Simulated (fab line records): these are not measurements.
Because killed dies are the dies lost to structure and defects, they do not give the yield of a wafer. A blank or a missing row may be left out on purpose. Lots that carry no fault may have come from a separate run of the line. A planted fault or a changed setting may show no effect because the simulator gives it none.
fab line records :: flow rit_cmos :: part 2 of 2: steps 34 to 45 of 45
[record]
  lots = 5
  wafers = 15
  last_day = 7
route steps=202 shown PSD@144 SDANNEAL@153 NSD@158 PLDD@159 NLDD@160 SILICIDE@161 CONTACT@168 M1@184
lots that met no fault: taken from a fault-free run of the same line
start_h: hours from the record's first day to the start of the lot's first wafer shown :: wait_h: hours since the lot's step before :: " as in the row above :: L1.1+2: a row that stands for several wafers :: - no value, or no start was given :: * or withheld: withheld :: < > ~ a bound
route shown NAME@n: a module of which the file shows steps, and the number in the route of the first :: usual: the fault-free wafers' mean and standard deviation :: same: alike in all rows :: chamber/n: place in a boat :: sites: per-site readings :: _std_site: the values' standard deviation :: _edge_site: inner sites' mean taken away from outer sites' mean :: radius_mm: for every site, how far away it sits from the centre of the wafer :: mask NAME#n: copy n :: behind: the most recent tool/chamber to have shaped the wafer :: hold: the reason the lot was held/the length of the hold in hours/how it ended :: device: the transistor (n, p or np) that didn't switch :: end of line: the same wafers' tests at the end of the route :: a step given without rows: its recipe and nothing more :: killed: count of dies lost to structure and defects at first sort (not the wafer's yield) :: map: a wafer's dies, marking killed ones x, the rest . and places with no die _
set.NAME: the run value of the setting; set.NAME@STEP: its run value at that earlier step :: model.NAME: the simulator's own value behind a step, which no gauge read
a table for each step, a row for each wafer; lots at some steps of the route
services: the hour from which a tool's chamber was out of use, counted from the record's first day as start_h (under 0 if before that day), plus the number of hours and why
[[steps]]
[step RIT_CONTACT_OVL_MEAS_09]
[usual]
  CONTACT_OVL = -0.4/1.6
lot.wafer: L078.1
tool: overlay-01
chamber: -
start_h: 76.47
wait_h: 0.1
CONTACT_OVL[nm]: -0.4

lot.wafer: L078.2
tool: overlay-01
chamber: -
start_h: 76.47
wait_h: 0.1
CONTACT_OVL[nm]: -1.1

lot.wafer: L078.5
tool: overlay-01
chamber: -
start_h: 76.47
wait_h: 0.1
CONTACT_OVL[nm]: -1.3

lot.wafer: L083.4
tool: overlay-01
chamber: -
start_h: 107.24
wait_h: 0.1
CONTACT_OVL[nm]: -1.0

lot.wafer: L083.5
tool: overlay-01
chamber: -
start_h: 107.24
wait_h: 0.1
CONTACT_OVL[nm]: 0.8

lot.wafer: L083.6
tool: overlay-01
chamber: -
start_h: 107.24
wait_h: 0.1
CONTACT_OVL[nm]: -0.5

lot.wafer: L090.2
tool: overlay-02
chamber: -
start_h: 136.56
wait_h: 0.1
CONTACT_OVL[nm]: -1.8

lot.wafer: L090.5
tool: overlay-02
chamber: -
start_h: 136.56
wait_h: 0.1
CONTACT_OVL[nm]: -2.2

lot.wafer: L090.6
tool: overlay-02
chamber: -
start_h: 136.56
wait_h: 0.1
CONTACT_OVL[nm]: -1.4

lot.wafer: L093.1
tool: overlay-01
chamber: -
start_h: 150.48
wait_h: 0.1
CONTACT_OVL[nm]: 1.7

lot.wafer: L093.2
tool: overlay-01
chamber: -
start_h: 150.48
wait_h: 0.1
CONTACT_OVL[nm]: 1.9

lot.wafer: L093.5
tool: overlay-01
chamber: -
start_h: 150.48
wait_h: 0.1
CONTACT_OVL[nm]: -0.4

lot.wafer: L094.3
tool: overlay-02
chamber: -
start_h: 156.94
wait_h: 0.1
CONTACT_OVL[nm]: -2.7

lot.wafer: L094.5
tool: overlay-02
chamber: -
start_h: 156.94
wait_h: 0.1
CONTACT_OVL[nm]: -1.2

lot.wafer: L094.6
tool: overlay-02
chamber: -
start_h: 156.94
wait_h: 0.1
CONTACT_OVL[nm]: -0.7
[step RIT_CONTACT_HARDBAKE_10]
[recipe]
  resist = NOVOLAK
  temp_c = 140
  time_s = 60
lot.wafer: L078.1+2+5
tool: litho_track-04
chamber: 0
start_h: 76.51
wait_h: 0.0

lot.wafer: L083.4+5+6
tool: litho_track-01
chamber: 0
start_h: 107.51
wait_h: 0.3

lot.wafer: L090.2+5+6
tool: litho_track-04
chamber: 0
start_h: 136.61
wait_h: 0.0

lot.wafer: L093.1+2+5
tool: litho_track-01
chamber: 0
start_h: 150.51
wait_h: 0.0

lot.wafer: L094.3+5+6
tool: litho_track-04
chamber: 0
start_h: 157.01
wait_h: 0.1
[step RIT_CONTACT_ETCH_11]
[recipe]
  target_depth_a = 4800
  over_etch_frac = 0.2
  stop_on = TiSi2
  chemistry = CHF3/CF4/Ar
  target = SiO2
  CHF3_flow_sccm = 50
  cf4_flow_sccm = 10
  Ar_flow_sccm = 100
  O2_flow_sccm = 5
  pressure_mtorr = 100
  rf_w = 200
  time_s = 320
[usual]
  drypump_motor_current_A = 5.7/0.34
  mfc_ar_sccm = 100.0/0.31
  oes_product_au = 0.987/0.011
  throttle_valve_pct = 8.90/0.13
lot.wafer: L078.1
tool: rie_diel-03
chamber: 2
start_h: 76.66
wait_h: 0.1
drypump_motor_current_A: 5.9
mfc_ar_sccm: 100.1
oes_product_au: 0.995
rf_hours_counter_h: 90
throttle_valve_pct: 9.06

lot.wafer: L078.2
tool: rie_diel-03
chamber: 1
start_h: 76.66
wait_h: 0.1
drypump_motor_current_A: 6.1
mfc_ar_sccm: 100.0
oes_product_au: 0.979
rf_hours_counter_h: 141
throttle_valve_pct: 8.75

lot.wafer: L078.5
tool: rie_diel-03
chamber: 3
start_h: 76.66
wait_h: 0.1
drypump_motor_current_A: 6.0
mfc_ar_sccm: 99.5
oes_product_au: 0.986
rf_hours_counter_h: -
throttle_valve_pct: 8.97

lot.wafer: L083.4
tool: rie_diel-03
chamber: 3
start_h: 107.58
wait_h: 0.1
drypump_motor_current_A: 5.9
mfc_ar_sccm: 100.0
oes_product_au: 0.997
rf_hours_counter_h: 78
throttle_valve_pct: 8.99

lot.wafer: L083.5
tool: rie_diel-03
chamber: 2
start_h: 107.58
wait_h: 0.1
drypump_motor_current_A: 5.8
mfc_ar_sccm: 100.2
oes_product_au: 0.997
rf_hours_counter_h: -
throttle_valve_pct: 9.06

lot.wafer: L083.6
tool: rie_diel-03
chamber: 3
start_h: 107.58
wait_h: 0.1
drypump_motor_current_A: 6.0
mfc_ar_sccm: 100.2
oes_product_au: 0.990
rf_hours_counter_h: -
throttle_valve_pct: 8.96

lot.wafer: L090.2
tool: rie_diel-04
chamber: 1
start_h: 136.74
wait_h: 0.1
drypump_motor_current_A: 5.4
mfc_ar_sccm: 99.7
oes_product_au: 0.967
rf_hours_counter_h: 21
throttle_valve_pct: 8.67

lot.wafer: L090.5
tool: rie_diel-04
chamber: 1
start_h: 136.74
wait_h: 0.1
drypump_motor_current_A: 5.4
mfc_ar_sccm: 99.5
oes_product_au: 0.969
rf_hours_counter_h: -
throttle_valve_pct: 8.69

lot.wafer: L090.6
tool: rie_diel-04
chamber: 0
start_h: 136.74
wait_h: 0.1
drypump_motor_current_A: 5.0
mfc_ar_sccm: 100.2
oes_product_au: 0.999
rf_hours_counter_h: -
throttle_valve_pct: 8.82

lot.wafer: L093.1
tool: rie_diel-04
chamber: 2
start_h: 150.66
wait_h: 0.1
drypump_motor_current_A: 6.4
mfc_ar_sccm: 99.8
oes_product_au: 0.995
rf_hours_counter_h: 9
throttle_valve_pct: 9.11

lot.wafer: L093.2
tool: rie_diel-04
chamber: 3
start_h: 150.66
wait_h: 0.1
drypump_motor_current_A: 5.6
mfc_ar_sccm: 100.3
oes_product_au: 1.010
rf_hours_counter_h: 47
throttle_valve_pct: 8.89

lot.wafer: L093.5
tool: rie_diel-04
chamber: 3
start_h: 150.66
wait_h: 0.1
drypump_motor_current_A: 5.6
mfc_ar_sccm: 100.3
oes_product_au: 1.006
rf_hours_counter_h: -
throttle_valve_pct: 8.88

lot.wafer: L094.3
tool: rie_diel-03
chamber: 3
start_h: 157.11
wait_h: 0.1
drypump_motor_current_A: 5.9
mfc_ar_sccm: 100.2
oes_product_au: 0.994
rf_hours_counter_h: 79
throttle_valve_pct: 8.98

lot.wafer: L094.5
tool: rie_diel-03
chamber: 3
start_h: 157.11
wait_h: 0.1
drypump_motor_current_A: 6.0
mfc_ar_sccm: 99.9
oes_product_au: 0.987
rf_hours_counter_h: -
throttle_valve_pct: 8.98

lot.wafer: L094.6
tool: rie_diel-03
chamber: 0
start_h: 157.11
wait_h: 0.1
drypump_motor_current_A: 5.7
mfc_ar_sccm: 100.5
oes_product_au: 0.991
rf_hours_counter_h: -
throttle_valve_pct: 8.64
[step RIT_CONTACT_STRIP_12]
[recipe]
  chemistry = O2
  time_s = 180
  resist = NOVOLAK
  platen_temp_c = withheld
  power_w = 500
  pressure_mtorr = 4000
  o2_flow_sccm = 4000
[usual]
  drypump_motor_current_A = 5.5/0.5
lot.wafer: L078.1
tool: plasma_asher-01
chamber: 0
start_h: 76.85
wait_h: 0.1
drypump_motor_current_A: 4.7
rf_hours_counter_h: 42

lot.wafer: L078.2
tool: plasma_asher-01
chamber: 1
start_h: 76.85
wait_h: 0.1
drypump_motor_current_A: 6.0
rf_hours_counter_h: 42

lot.wafer: L078.5
tool: plasma_asher-01
chamber: 0
start_h: 76.85
wait_h: 0.1
drypump_motor_current_A: 4.6
rf_hours_counter_h: -

lot.wafer: L083.4
tool: plasma_asher-01
chamber: 1
start_h: 107.84
wait_h: 0.2
drypump_motor_current_A: 6.0
rf_hours_counter_h: -

lot.wafer: L083.5
tool: plasma_asher-01
chamber: 0
start_h: 107.84
wait_h: 0.2
drypump_motor_current_A: 4.7
rf_hours_counter_h: -

lot.wafer: L083.6
tool: plasma_asher-01
chamber: 1
start_h: 107.84
wait_h: 0.2
drypump_motor_current_A: 6.0
rf_hours_counter_h: -

lot.wafer: L090.2
tool: plasma_asher-01
chamber: 0
start_h: 136.93
wait_h: 0.1
drypump_motor_current_A: 4.6
rf_hours_counter_h: 51

lot.wafer: L090.5
tool: plasma_asher-01
chamber: 0
start_h: 136.93
wait_h: 0.1
drypump_motor_current_A: 4.6
rf_hours_counter_h: -

lot.wafer: L090.6
tool: plasma_asher-01
chamber: 1
start_h: 136.93
wait_h: 0.1
drypump_motor_current_A: 6.0
rf_hours_counter_h: -

lot.wafer: L093.1
tool: plasma_asher-03
chamber: 0
start_h: 150.86
wait_h: 0.1
drypump_motor_current_A: 5.7
rf_hours_counter_h: 47

lot.wafer: L093.2
tool: plasma_asher-03
chamber: 1
start_h: 150.86
wait_h: 0.1
drypump_motor_current_A: 5.5
rf_hours_counter_h: 47

lot.wafer: L093.5
tool: plasma_asher-03
chamber: 0
start_h: 150.86
wait_h: 0.1
drypump_motor_current_A: 5.7
rf_hours_counter_h: -

lot.wafer: L094.3
tool: plasma_asher-04
chamber: 1
start_h: 157.37
wait_h: 0.2
drypump_motor_current_A: 6.0
rf_hours_counter_h: -

lot.wafer: L094.5
tool: plasma_asher-04
chamber: 0
start_h: 157.37
wait_h: 0.2
drypump_motor_current_A: 5.5
rf_hours_counter_h: -

lot.wafer: L094.6
tool: plasma_asher-04
chamber: 1
start_h: 157.37
wait_h: 0.2
drypump_motor_current_A: 6.1
rf_hours_counter_h: -
[step RIT_CONTACT_CD_MEAS_90]
[recipe]
  target_cd_nm = 1000
[usual]
  cd_nm = 1000.3/2.5
lot.wafer: L078.1
tool: cd_sem-02
chamber: -
start_h: 77.03
wait_h: 0.1
cd_nm: 1001.6

lot.wafer: L078.2
tool: cd_sem-02
chamber: -
start_h: 77.03
wait_h: 0.1
cd_nm: 1002.4

lot.wafer: L078.5
tool: cd_sem-02
chamber: -
start_h: 77.03
wait_h: 0.1
cd_nm: 1001.1

lot.wafer: L083.4
tool: cd_sem-01
chamber: -
start_h: 108.01
wait_h: 0.1
cd_nm: 1001.2

lot.wafer: L083.5
tool: cd_sem-01
chamber: -
start_h: 108.01
wait_h: 0.1
cd_nm: 1000.9

lot.wafer: L083.6
tool: cd_sem-01
chamber: -
start_h: 108.01
wait_h: 0.1
cd_nm: 998.8

lot.wafer: L090.2
tool: cd_sem-02
chamber: -
start_h: 137.13
wait_h: 0.1
cd_nm: 999.6

lot.wafer: L090.5
tool: cd_sem-02
chamber: -
start_h: 137.13
wait_h: 0.1
cd_nm: 997.6

lot.wafer: L090.6
tool: cd_sem-02
chamber: -
start_h: 137.13
wait_h: 0.1
cd_nm: 999.1

lot.wafer: L093.1
tool: cd_sem-01
chamber: -
start_h: 151.03
wait_h: 0.1
cd_nm: 1003.2

lot.wafer: L093.2
tool: cd_sem-01
chamber: -
start_h: 151.03
wait_h: 0.1
cd_nm: 1001.4

lot.wafer: L093.5
tool: cd_sem-01
chamber: -
start_h: 151.03
wait_h: 0.1
cd_nm: 1004.2

lot.wafer: L094.3
tool: cd_sem-02
chamber: -
start_h: 157.52
wait_h: 0.1
cd_nm: 997.8

lot.wafer: L094.5
tool: cd_sem-02
chamber: -
start_h: 157.52
wait_h: 0.1
cd_nm: 999.7

lot.wafer: L094.6
tool: cd_sem-02
chamber: -
start_h: 157.52
wait_h: 0.1
cd_nm: 998.1
[step RIT_CONTACT_CLEAN_13]
[recipe]
  chemistry = SC1
  mix = 3:3:50
  time_s = 600
  temp_c = 75
lot.wafer: L078.1+2+5
tool: wet_bench-01
chamber: 3
start_h: 77.15
wait_h: 0.1

lot.wafer: L083.4+5+6
tool: wet_bench-02
chamber: 2
start_h: 108.07
wait_h: 0.0

lot.wafer: L090.2+5+6
tool: wet_bench-04
chamber: 0
start_h: 137.23
wait_h: 0.1

lot.wafer: L093.1+2+5
tool: wet_bench-01
chamber: 3
start_h: 151.15
wait_h: 0.1

lot.wafer: L094.3+5+6
tool: wet_bench-02
chamber: 2
start_h: 157.60
wait_h: 0.1
[step RIT_CONTACT_CLEAN_14]
[recipe]
  chemistry = SC2
  mix = 3:3:50
  time_s = 600
  temp_c = 75
  dry = n2_spin
lot.wafer: L078.1+2+5
tool: wet_bench-04
chamber: 0
start_h: 77.32
wait_h: 0.0

lot.wafer: L083.4+5+6
tool: wet_bench-04
chamber: 1
start_h: 108.30
wait_h: 0.0

lot.wafer: L090.2+5+6
tool: wet_bench-02
chamber: 0
start_h: 137.40
wait_h: 0.0

lot.wafer: L093.1+2+5
tool: wet_bench-04
chamber: 3
start_h: 151.57
wait_h: 0.0

lot.wafer: L094.3+5+6
tool: wet_bench-01
chamber: 2
start_h: 157.79
wait_h: 0.0
[step RIT_M1_SPUTTER_00]
[recipe]
  material = Al
  target_thk_nm = 400
  power_w = 2000
  chamber_pressure_pa = 0.4
  gas = Ar
  time_s = 500
  substrate_temp_c = 25
[usual]
  throttle_valve_pct = 30.2/1
lot.wafer: L078.1
tool: pvd_sputter-01
chamber: -
start_h: 77.50
wait_h: 0.0
throttle_valve_pct: 29.5

lot.wafer: L078.2
tool: pvd_sputter-01
chamber: -
start_h: 77.50
wait_h: 0.0
throttle_valve_pct: 29.6

lot.wafer: L078.5
tool: pvd_sputter-01
chamber: -
start_h: 77.50
wait_h: 0.0
throttle_valve_pct: 32.0

lot.wafer: L083.4
tool: pvd_sputter-02
chamber: -
start_h: 108.48
wait_h: 0.0
throttle_valve_pct: 31.5

lot.wafer: L083.5
tool: pvd_sputter-02
chamber: -
start_h: 108.48
wait_h: 0.0
throttle_valve_pct: 29.3

lot.wafer: L083.6
tool: pvd_sputter-02
chamber: -
start_h: 108.48
wait_h: 0.0
throttle_valve_pct: 30.0

lot.wafer: L090.2
tool: pvd_sputter-01
chamber: -
start_h: 137.59
wait_h: 0.0
throttle_valve_pct: 31.9

lot.wafer: L090.5
tool: pvd_sputter-01
chamber: -
start_h: 137.59
wait_h: 0.0
throttle_valve_pct: 32.1

lot.wafer: L090.6
tool: pvd_sputter-01
chamber: -
start_h: 137.59
wait_h: 0.0
throttle_valve_pct: 29.7

lot.wafer: L093.1
tool: pvd_sputter-02
chamber: -
start_h: 151.76
wait_h: 0.0
throttle_valve_pct: 29.8

lot.wafer: L093.2
tool: pvd_sputter-02
chamber: -
start_h: 151.76
wait_h: 0.0
throttle_valve_pct: 30.2

lot.wafer: L093.5
tool: pvd_sputter-02
chamber: -
start_h: 151.76
wait_h: 0.0
throttle_valve_pct: 31.4

lot.wafer: L094.3
tool: pvd_sputter-04
chamber: -
start_h: 158.14
wait_h: 0.0
throttle_valve_pct: 29.1

lot.wafer: L094.5
tool: pvd_sputter-04
chamber: -
start_h: 158.14
wait_h: 0.0
throttle_valve_pct: 29.2

lot.wafer: L094.6
tool: pvd_sputter-04
chamber: -
start_h: 158.14
wait_h: 0.0
throttle_valve_pct: 28.6
[step RIT_M1_RS_MEAS_01]
[recipe]
  thk_meas_gauge = four-point-probe
  reads = Al_of_M1_SPUTTER_00
[usual]
  M1_AL_RS = 0.0734/0.00095
lot.wafer: L078.1
tool: film_metro-02
chamber: -
start_h: 77.79
wait_h: 0.1
M1_AL_RS[ohm/sq]: 0.0731

lot.wafer: L078.2
tool: film_metro-02
chamber: -
start_h: 77.79
wait_h: 0.1
M1_AL_RS[ohm/sq]: 0.0714

lot.wafer: L078.5
tool: film_metro-02
chamber: -
start_h: 77.79
wait_h: 0.1
M1_AL_RS[ohm/sq]: 0.0735

lot.wafer: L083.4
tool: film_metro-02
chamber: -
start_h: 108.83
wait_h: 0.2
M1_AL_RS[ohm/sq]: 0.0732

lot.wafer: L083.5
tool: film_metro-02
chamber: -
start_h: 108.83
wait_h: 0.2
M1_AL_RS[ohm/sq]: 0.0745

lot.wafer: L083.6
tool: film_metro-02
chamber: -
start_h: 108.83
wait_h: 0.2
M1_AL_RS[ohm/sq]: 0.0738

lot.wafer: L090.2
tool: film_metro-04
chamber: -
start_h: 137.91
wait_h: 0.2
M1_AL_RS[ohm/sq]: 0.0739

lot.wafer: L090.5
tool: film_metro-04
chamber: -
start_h: 137.91
wait_h: 0.2
M1_AL_RS[ohm/sq]: 0.0749

lot.wafer: L090.6
tool: film_metro-04
chamber: -
start_h: 137.91
wait_h: 0.2
M1_AL_RS[ohm/sq]: 0.0733

lot.wafer: L093.1
tool: film_metro-04
chamber: -
start_h: 152.06
wait_h: 0.1
M1_AL_RS[ohm/sq]: 0.0739

lot.wafer: L093.2
tool: film_metro-04
chamber: -
start_h: 152.06
wait_h: 0.1
M1_AL_RS[ohm/sq]: 0.0733

lot.wafer: L093.5
tool: film_metro-04
chamber: -
start_h: 152.06
wait_h: 0.1
M1_AL_RS[ohm/sq]: 0.0735

lot.wafer: L094.3
tool: film_metro-04
chamber: -
start_h: 158.48
wait_h: 0.2
M1_AL_RS[ohm/sq]: 0.0752

lot.wafer: L094.5
tool: film_metro-04
chamber: -
start_h: 158.48
wait_h: 0.2
M1_AL_RS[ohm/sq]: 0.0750

lot.wafer: L094.6
tool: film_metro-04
chamber: -
start_h: 158.48
wait_h: 0.2
M1_AL_RS[ohm/sq]: 0.0724
[step RIT_M1_THK_MEAS_02]
[recipe]
  thk_meas_gauge = xrf
  reads = Al_of_M1_SPUTTER_00
[usual]
  M1_AL_THK = 400/5.5
lot.wafer: L078.1
tool: film_metro-02
chamber: -
start_h: 77.91
wait_h: 0.1
M1_AL_THK[nm]: 401

lot.wafer: L078.2
tool: film_metro-02
chamber: -
start_h: 77.91
wait_h: 0.1
M1_AL_THK[nm]: 407

lot.wafer: L078.5
tool: film_metro-02
chamber: -
start_h: 77.91
wait_h: 0.1
M1_AL_THK[nm]: 396

lot.wafer: L083.4
tool: film_metro-02
chamber: -
start_h: 108.92
wait_h: 0.1
M1_AL_THK[nm]: 402

lot.wafer: L083.5
tool: film_metro-02
chamber: -
start_h: 108.92
wait_h: 0.1
M1_AL_THK[nm]: 394

lot.wafer: L083.6
tool: film_metro-02
chamber: -
start_h: 108.92
wait_h: 0.1
M1_AL_THK[nm]: 398

lot.wafer: L090.2
tool: film_metro-04
chamber: -
start_h: 138.02
wait_h: 0.1
M1_AL_THK[nm]: 398

lot.wafer: L090.5
tool: film_metro-04
chamber: -
start_h: 138.02
wait_h: 0.1
M1_AL_THK[nm]: 392

lot.wafer: L090.6
tool: film_metro-04
chamber: -
start_h: 138.02
wait_h: 0.1
M1_AL_THK[nm]: 403

lot.wafer: L093.1
tool: film_metro-04
chamber: -
start_h: 152.18
wait_h: 0.1
M1_AL_THK[nm]: 394

lot.wafer: L093.2
tool: film_metro-04
chamber: -
start_h: 152.18
wait_h: 0.1
M1_AL_THK[nm]: 399

lot.wafer: L093.5
tool: film_metro-04
chamber: -
start_h: 152.18
wait_h: 0.1
M1_AL_THK[nm]: 400

lot.wafer: L094.3
tool: film_metro-04
chamber: -
start_h: 158.58
wait_h: 0.1
M1_AL_THK[nm]: 390

lot.wafer: L094.5
tool: film_metro-04
chamber: -
start_h: 158.58
wait_h: 0.1
M1_AL_THK[nm]: 390

lot.wafer: L094.6
tool: film_metro-04
chamber: -
start_h: 158.58
wait_h: 0.1
M1_AL_THK[nm]: 404
[step RIT_M1_HMDS_03]
[recipe]
  prime_time_s = 60
  prime_temp_c = 140
lot.wafer: L078.1+2+5
tool: litho_track-04
chamber: 0
start_h: 78.20
wait_h: 0.3

lot.wafer: L083.4+5+6
tool: litho_track-03
chamber: 0
start_h: 109.02
wait_h: 0.1

lot.wafer: L090.2+5+6
tool: litho_track-04
chamber: 0
start_h: 138.09
wait_h: 0.1

lot.wafer: L093.1+2+5
tool: litho_track-02
chamber: 0
start_h: 152.24
wait_h: 0.1

lot.wafer: L094.3+5+6
tool: litho_track-03
chamber: 0
start_h: 158.67
wait_h: 0.1
[step RIT_M1_COAT_04]
[recipe]
  resist = NOVOLAK
  spin_rpm = 2000
  resist_thk_nm = 1300
lot.wafer: L078.1+2+5
tool: litho_track-04
chamber: 0
start_h: 78.35
wait_h: 0.1

lot.wafer: L083.4+5+6
tool: litho_track-03
chamber: 0
start_h: 109.17
wait_h: 0.1

lot.wafer: L090.2+5+6
tool: litho_track-04
chamber: 0
start_h: 138.24
wait_h: 0.1

lot.wafer: L093.1+2+5
tool: litho_track-02
chamber: 0
start_h: 152.39
wait_h: 0.1

lot.wafer: L094.3+5+6
tool: litho_track-03
chamber: 0
start_h: 158.82
wait_h: 0.1
[[services]]
tool: implanter-02
chamber: -
start_h: 59.75
hours: 6.0
kind: repair

tool: rie_diel-04
chamber: 3
start_h: 66.91
hours: 12.5
kind: repair

tool: iline_stepper-01
chamber: -
start_h: 68.59
hours: 4.4
kind: pm

tool: implanter-02
chamber: -
start_h: 76.95
hours: 4.1
kind: repair

tool: rie_diel-03
chamber: 1
start_h: 78.86
hours: 3.4
kind: repair

tool: rie_diel-04
chamber: 1
start_h: 79.32
hours: 44.8
kind: repair

tool: pecvd-03
chamber: 0
start_h: 83.72
hours: 1.8
kind: repair

tool: pecvd-02
chamber: -
start_h: 86.01
hours: 2.8
kind: pm

tool: rtp_anneal-02
chamber: -
start_h: 88.40
hours: 3.3
kind: pm

tool: iline_stepper-02
chamber: -
start_h: 89.99
hours: 1.7
kind: pm

tool: pvd_sputter-02
chamber: -
start_h: 90.13
hours: 0.5
kind: repair

tool: rie_diel-04
chamber: 2
start_h: 97.60
hours: 22.4
kind: repair

tool: pecvd-03
chamber: 0
start_h: 97.82
hours: 2.4
kind: repair

tool: rie_diel-04
chamber: -
start_h: 98.91
hours: 14.5
kind: repair

tool: implanter-01
chamber: -
start_h: 107.89
hours: 7.4
kind: repair

tool: plasma_asher-03
chamber: -
start_h: 107.97
hours: 28.1
kind: pm

tool: plasma_asher-02
chamber: -
start_h: 108.75
hours: 9.0
kind: pm

tool: pecvd-03
chamber: 0
start_h: 110.66
hours: 4.9
kind: repair

tool: rie_diel-03
chamber: -
start_h: 111.41
hours: 2.3
kind: repair

tool: iline_stepper-01
chamber: -
start_h: 114.32
hours: 1.7
kind: pm

tool: implanter-03
chamber: -
start_h: 128.68
hours: 3.1
kind: repair

tool: plasma_asher-03
chamber: -
start_h: 136.07
hours: 14.6
kind: pm

tool: pvd_sputter-03
chamber: -
start_h: 154.45
hours: 1.4
kind: repair

tool: pecvd-01
chamber: 1
start_h: 157.71
hours: 11.7
kind: repair
